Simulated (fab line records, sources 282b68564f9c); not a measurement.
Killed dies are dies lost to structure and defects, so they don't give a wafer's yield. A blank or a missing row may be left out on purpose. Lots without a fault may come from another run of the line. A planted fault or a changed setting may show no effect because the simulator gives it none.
Which tool did it? | flow rit_cmos | 14 lots, 42 wafers sampled, at 6 steps of a route of 202

WHAT THE GAUGES READ, wafer by wafer
RIT_ACTIVE_BOW_MEAS_00.
lot  | measured    | on            | INCOMING_BOW (um)
L135 | day 1 10:04 | film_metro-03 | -5 -5 -1
L139 | day 2 06:01 | film_metro-02 | 1 -2 4
L140 | day 2 11:01 | film_metro-02 | 2 -17 -7
L141 | day 2 16:02 | film_metro-03 | -5 6 1
L143 | day 3 02:00 | film_metro-03 | -7 8 -17
L144 | day 3 07:02 | film_metro-03 | 1 -3 -7
L146 | day 3 17:00 | film_metro-04 | 2 2 -3
L147 | day 3 22:01 | film_metro-04 | 2 -7 4
L149 | day 4 08:00 | film_metro-04 | -1 1 4
L151 | day 4 18:01 | film_metro-03 | 8 -5 -8
L153 | day 5 04:00 | film_metro-03 | -3 -12 -5
L154 | day 5 09:01 | film_metro-03 | -2 6 5
L156 | day 5 19:04 | film_metro-03 | -2 -4 -5
L158 | day 6 05:02 | film_metro-03 | -3 -5 5

RIT_GATE_CD_MEAS_16: target cd 150 nm.
lot  | measured    | on        | cd_nm (nm)
L135 | day 2 14:29 | cd_sem-02 | 151.0 147.8 148.5
L139 | day 3 09:25 | cd_sem-02 | 149.2 152.3 149.8
L140 | day 3 14:25 | cd_sem-01 | 146.5 150.9 149.1
L141 | day 3 20:16 | cd_sem-02 | 150.7 148.4 152.3
L143 | day 4 06:50 | cd_sem-02 | 146.4 148.4 147.8
L144 | day 4 09:59 | cd_sem-02 | 150.5 151.1 150.4
L146 | day 4 21:11 | cd_sem-02 | 154.2 154.9 152.9
L147 | day 5 01:03 | cd_sem-01 | 146.2 146.6 148.9
L149 | day 5 11:17 | cd_sem-02 | 145.0 145.7 145.8
L151 | day 5 22:14 | cd_sem-01 | 151.2 147.2 149.4
L153 | day 6 06:51 | cd_sem-01 | 150.2 151.8 150.0
L154 | day 6 11:38 | cd_sem-02 | 149.3 149.9 148.6
L156 | day 6 22:59 | cd_sem-02 | 151.0 151.5 149.7
L158 | day 7 07:56 | cd_sem-02 | 149.5 149.4 148.5

RIT_SILICIDE_RS_MEAS_02: measures by four-point-probe.
lot  | measured    | on            | SILICIDE_TI_RS (ohm/sq)
L135 | day 3 03:53 | film_metro-04 | 51.8 51.8 51.4
L139 | day 3 22:36 | film_metro-01 | 50.7 50.0 50.1
L140 | day 4 05:04 | film_metro-04 | 51.2 51.0 51.4
L141 | day 4 10:24 | film_metro-02 | 49.3 49.5 49.8
L143 | day 4 20:02 | film_metro-04 | 51.0 51.1 51.4
L144 | day 4 23:19 | film_metro-01 | 51.8 51.7 51.5
L146 | day 5 10:40 | film_metro-02 | 50.4 49.7 49.7
L147 | day 5 15:30 | film_metro-04 | 51.7 51.4 51.8
L149 | day 6 03:11 | film_metro-02 | 51.6 50.5 50.7
L151 | day 6 12:28 | film_metro-01 | 31.9 32.0 31.9
L153 | day 6 20:23 | film_metro-01 | 32.2 32.2 32.0
L154 | day 7 01:52 | film_metro-01 | 50.8 50.3 50.4
L156 | day 7 13:23 | film_metro-02 | 49.7 50.5 50.3
L158 | day 8 00:14 | film_metro-01 | 49.0 49.9 49.6

RIT_SILICIDE_THK_MEAS_03: measures by xrf.
lot  | measured    | on            | SILICIDE_TI_THK (nm)
L135 | day 3 03:58 | film_metro-04 | 28.4 28.5 28.7
L139 | day 3 22:43 | film_metro-01 | 28.7 28.9 28.9
L140 | day 4 05:10 | film_metro-04 | 28.6 28.7 28.4
L141 | day 4 10:30 | film_metro-02 | 29.2 28.9 28.9
L143 | day 4 20:09 | film_metro-04 | 28.4 28.4 28.4
L144 | day 4 23:25 | film_metro-01 | 28.1 28.3 28.2
L146 | day 5 10:47 | film_metro-02 | 28.4 28.8 28.7
L147 | day 5 15:37 | film_metro-04 | 28.5 28.6 28.3
L149 | day 6 03:19 | film_metro-02 | 27.8 28.3 28.4
L151 | day 6 12:35 | film_metro-01 | 41.7 41.7 41.4
L153 | day 6 20:31 | film_metro-01 | 41.3 41.5 41.8
L154 | day 7 01:58 | film_metro-01 | 28.7 29.0 28.9
L156 | day 7 13:28 | film_metro-02 | 28.9 28.4 28.4
L158 | day 8 00:20 | film_metro-01 | 29.3 29.2 29.2

RIT_CONTACT_CD_MEAS_08: target cd 1000 nm.
lot  | measured    | on        | cd_nm (nm)
L135 | day 3 05:19 | cd_sem-02 | 1000.5 998.7 1001.6
L139 | day 4 00:10 | cd_sem-01 | 1002.7 1001.8 1000.3
L140 | day 4 06:29 | cd_sem-01 | 1000.4 996.6 999.2
L141 | day 4 11:50 | cd_sem-01 | 1000.8 998.8 999.1
L143 | day 4 21:33 | cd_sem-02 | 1001.4 998.1 999.6
L144 | day 5 00:46 | cd_sem-01 | 1000.6 1000.5 998.0
L146 | day 5 12:16 | cd_sem-02 | 1001.1 998.8 1001.1
L147 | day 5 16:56 | cd_sem-01 | 997.9 998.0 996.5
L149 | day 6 04:38 | cd_sem-01 | 999.9 999.0 1000.1
L151 | day 6 14:03 | cd_sem-02 | 998.9 999.6 999.7
L153 | day 6 21:57 | cd_sem-02 | 1001.9 1000.9 999.8
L154 | day 7 03:17 | cd_sem-02 | 998.2 999.8 999.3
L156 | day 7 14:56 | cd_sem-02 | 998.5 1000.3 1001.8
L158 | day 8 01:40 | cd_sem-02 | 999.9 1002.2 1000.2

WHICH TOOL RAN EACH LOT (tool, then ch and the chambers of the sampled wafers, then the start)
lot  | RIT_SILICIDE_SPUTTER_01
L135 | pvd_sputter-02, day 3 03:40
L139 | pvd_sputter-04, day 3 22:26
L140 | pvd_sputter-02, day 4 04:53
L141 | pvd_sputter-01, day 4 10:13
L143 | pvd_sputter-01, day 4 19:53
L144 | pvd_sputter-02, day 4 23:07
L146 | pvd_sputter-02, day 5 10:31
L147 | pvd_sputter-01, day 5 15:20
L149 | pvd_sputter-01, day 6 03:02
L151 | pvd_sputter-01, day 6 12:18
L153 | pvd_sputter-01, day 6 20:14
L154 | pvd_sputter-02, day 7 01:41
L156 | pvd_sputter-02, day 7 13:10
L158 | pvd_sputter-02, day 8 00:03
- RIT_SILICIDE_SPUTTER_01: material Ti, target thk 30 nm, time 229.5 s.

WHAT THE TOOLS THEMSELVES READ (means of the sampled wafers that have a number; where no wafer has one, the mark that the record gives instead)
RIT_SILICIDE_SPUTTER_01.
lot  | tool           | cathode_dc_power_W (W) | throttle_valve_pct (%)
L135 | pvd_sputter-02 | 349.99                 | 30.5
L139 | pvd_sputter-04 | 349.96                 | 29.8
L140 | pvd_sputter-02 | 350.04                 | 29.9
L141 | pvd_sputter-01 | 349.93                 | 29.9
L143 | pvd_sputter-01 | 349.98                 | 30.1
L144 | pvd_sputter-02 | 350.02                 | 30.4
L146 | pvd_sputter-02 | 350.03                 | 30.1
L147 | pvd_sputter-01 | 350.00                 | 28.9
L149 | pvd_sputter-01 | 349.99                 | 29.0
L151 | pvd_sputter-01 | 349.94                 | 29.7
L153 | pvd_sputter-01 | 350.00                 | 29.0
L154 | pvd_sputter-02 | 350.00                 | 30.3
L156 | pvd_sputter-02 | 350.02                 | 30.5
L158 | pvd_sputter-02 | 349.99                 | 30.1

THE ANSWER, worked out from the rows above alone
Rule: what is usual is taken from the lots themselves. Put in order of their means at a reading, lots are off if they are a third of the lots or fewer, leave a main group of 4 or more, and stand apart from it by a gap of 3 or more times the standard deviation of the main group's means; of several such gaps the widest counts. A main group whose means are all the same, to the digits that the tables above print for the reading, isn't used. A lot without any number at a reading at which 4 lots or more have one is off too. The other lots that the step has rows for count as sound. The gauges are gone through in route order, then the tools' own readings, and for those a lot's mean is taken as printed above. The first step at which some lot is off is used, and at that step the reading that is off furthest; a lot without a number counts as furthest.
Off: L151, L153, at RIT_SILICIDE_RS_MEAS_02 (SILICIDE_TI_RS). The main group: mean 50.7 ohm/sq, standard deviation 0.77.
A tool fits if, at a process step before that reading, it ran every lot that is off, and no sound lot after the first of them. The gauges at RIT_SILICIDE_RS_MEAS_02 are tried like those tools. One fits: pvd_sputter-01 at RIT_SILICIDE_SPUTTER_01. Its last sound lot is L149 (day 6 03:02), its first lot that is off L151 (day 6 12:18): a fault that began between those two fits.

WHAT THE SIMULATOR HAD PUT IN
Process parameter drift: pvd_sputter-01, from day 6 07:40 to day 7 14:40, at RIT_SILICIDE_SPUTTER_01. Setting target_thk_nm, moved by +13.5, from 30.
Lots struck among those shown: L151, L153. The rule above found the same.
